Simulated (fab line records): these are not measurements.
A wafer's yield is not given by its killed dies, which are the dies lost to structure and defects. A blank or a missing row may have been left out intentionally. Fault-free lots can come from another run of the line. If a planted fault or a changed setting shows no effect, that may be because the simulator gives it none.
What tool caused it? + flow ritCmos + 14 lots, 42 wafers sampled, at 1 step of a route of 202

WHAT THE GAUGES SHOWED, per wafer
No reading from a measuring or inspecting step in the record can be judged against a usual standard deviation.

EACH LOT AND THE TOOL THAT RAN IT (in order: tool; ch and the chambers of the sampled wafers; start)
| lot  | RIT_PRETRO_IMPLANT_08          |
|------|--------------------------------|
| L970 | implanter-01 ch 0, day 2 18:37 |
| L971 | implanter-03 ch 0, day 2 23:12 |
| L972 | implanter-03 ch 0, day 3 04:22 |
| L973 | implanter-02 ch 0, day 3 11:24 |
| L974 | implanter-02 ch 0, day 3 14:13 |
| L975 | implanter-02 ch 0, day 3 18:42 |
| L976 | implanter-02 ch 0, day 4 00:09 |
| L978 | implanter-02 ch 0, day 4 09:10 |
| L980 | implanter-03 ch 0, day 4 20:38 |
| L984 | implanter-02 ch 0, day 5 14:56 |
| L986 | implanter-01 ch 0, day 6 06:08 |
| L988 | implanter-03 ch 0, day 6 11:16 |
| L989 | implanter-01 ch 0, day 6 16:46 |
| L991 | implanter-01 ch 0, day 7 02:10 |
- RIT_PRETRO_IMPLANT_08

WHAT THE TOOLS THEMSELVES READ (means of the sampled wafers that have a number; where no wafer has one, the mark that the record gives instead)
RIT_PRETRO_IMPLANT_08.
| lot  | tool         | doseIonsCm2 | faradayCurrentUA |
|------|--------------|-------------|------------------|
| L970 | implanter-01 | 1.2010e+13  | 37.6             |
| L971 | implanter-03 | 1.1994e+13  | 37.7             |
| L972 | implanter-03 | 1.2008e+13  | 37.9             |
| L973 | implanter-02 | 1.1999e+13  | 37.9             |
| L974 | implanter-02 | 1.2004e+13  | 37.6             |
| L975 | implanter-02 | 1.1982e+13  | 38.0             |
| L976 | implanter-02 | 1.2016e+13  | 38.8             |
| L978 | implanter-02 | 1.1321e+13  | 35.8             |
| L980 | implanter-03 | 1.2018e+13  | 38.5             |
| L984 | implanter-02 | 1.1321e+13  | 35.7             |
| L986 | implanter-01 | 1.2008e+13  | 38.2             |
| L988 | implanter-03 | 1.2013e+13  | 38.6             |
| L989 | implanter-01 | 1.2003e+13  | 37.9             |
| L991 | implanter-01 | 1.2007e+13  | 37.9             |

THE ANSWER, worked out from the rows above alone
Rule: usual is defined by the lots themselves. Put in order of their means at a reading, lots are off if they are a third of the lots or fewer, leave a main group of 4 or more, and stand apart from it by a gap of 3 or more times the standard deviation of the main group's means; of several such gaps the widest counts. The tables above print the reading to a certain number of digits; a main group whose means all agree to those digits is not used. Also off: a lot with no number at a reading for which 4 or more lots have one. The other lots that the step has rows for count as sound. The gauges are gone through in route order, then the tools' own readings, and for those a lot's mean is taken as printed above. The first step at which some lot is off is used, and at that step the reading that is off furthest; a lot without a number counts as furthest.
Off: L978, L984, at RIT_PRETRO_IMPLANT_08 (doseIonsCm2). The main group has a mean of 1.2005e+13 with a standard deviation of 9.5e+09.
If a tool, at that step or one of the process steps before it, ran each lot that is off and ran no sound lot following the first of them, it fits. One candidate fits, namely implanter-02 at RIT_PRETRO_IMPLANT_08. A fault onset in the window from L976 (day 4 00:09, its last sound lot) to L978 (day 4 09:10, its first lot off) fits.
The tool's own readings at RIT_PRETRO_IMPLANT_08 bear it out: on the lots that are off they differ by more than 5 times the standard deviation of the sound lots' means. doseIonsCm2 reads 1.1321e+13 there against 1.2005e+13 on the sound lots; faradayCurrentUA reads 35.8 there against 38.0 on the sound lots.

WHAT THE SIMULATOR HAD INSERTED
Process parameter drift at RIT_PRETRO_IMPLANT_08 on implanter-02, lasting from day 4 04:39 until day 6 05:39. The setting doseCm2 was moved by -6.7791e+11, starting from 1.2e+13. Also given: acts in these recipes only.
Lots struck among those shown: L978, L984. This agrees with what the rule above found.
